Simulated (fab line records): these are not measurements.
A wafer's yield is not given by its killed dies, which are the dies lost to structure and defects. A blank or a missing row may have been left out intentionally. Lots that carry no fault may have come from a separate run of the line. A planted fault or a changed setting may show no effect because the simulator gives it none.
A single fault, viewed from 2 desks | flow rit_cmos | each desk holds nothing but its own numbers, with what lay behind them at the end

AT THE METROLOGY DESK
Lot by lot, what the gauges showed, no matter which tool ran the lot: averages of those sampled wafers that carry a number. Any lot whose mean is over 4 standard deviations away from the usual mean is out of limits and marked OUT; that distance is given in the brackets.
Columns: A = PSD_TW at RIT_PSD_TW_MEAS_10, usual 3406; B = PSD_RS at RIT_SDANNEAL_RS_MEAS_04, usual 115.9 ohm/sq; C = NSD_RS at RIT_SDANNEAL_RS_MEAS_05, usual 84.7 ohm/sq; D = PLDD_RS at RIT_SDANNEAL_RS_MEAS_06, usual 178.7 ohm/sq; E = NLDD_RS at RIT_SDANNEAL_RS_MEAS_07, usual 152.1 ohm/sq; F = SILICIDE_TI_RS at RIT_SILICIDE_RS_MEAS_02, usual 47.6 ohm/sq; G = SILICIDE_TI_THK at RIT_SILICIDE_THK_MEAS_03, usual 30.2 nm
lot  | first seen here | A    | B     | C    | D     | E     | F    | G
L455 | day 4 09:07     | 3432 | 116.2 | 84.5 | 179.0 | 152.1 | 47.7 | 30.2
L457 | day 4 19:10     | 3418 | 116.4 | 85.1 | 179.4 | 152.2 | 47.0 | 30.7
L463 | day 5 20:23     | 3369 | 115.8 | 84.6 | 178.0 | 151.8 | 48.6 | 29.9
L466 | day 6 10:59     | 3357 | 115.8 | 85.0 | 178.3 | 151.5 | 47.1 | 30.4
L470 | day 7 10:23     | 3414 | 116.1 | 84.8 | 179.2 | 152.0 | 47.7 | 30.1
Finding of this desk: none of the 5 lots has anything out of limits.

TOOL OWNER'S DESK, pvd_sputter-01
The tool's own readings at RIT_SILICIDE_SPUTTER_01 (material Ti, target thk 30 nm, time 240 s): means of the sampled wafers that have a number, for each lot that ran on this tool. Any lot whose mean is over 4 standard deviations away from the usual mean is out of limits and marked OUT; that distance is given in the brackets.
Columns: A = throttle_valve_pct at RIT_SILICIDE_SPUTTER_01, usual 29.8 %
lot  | first seen here | A
L457 | day 4 20:10     | 30.2
L463 | day 5 21:20     | 29.4
Finding of this desk: none of the 2 lots has anything out of limits.

ALL TOGETHER
From the metrology desk's view, nothing was out of limits.
The tool owner's desk saw nothing out of limits.

WHAT THE SIMULATOR HAD PUT IN
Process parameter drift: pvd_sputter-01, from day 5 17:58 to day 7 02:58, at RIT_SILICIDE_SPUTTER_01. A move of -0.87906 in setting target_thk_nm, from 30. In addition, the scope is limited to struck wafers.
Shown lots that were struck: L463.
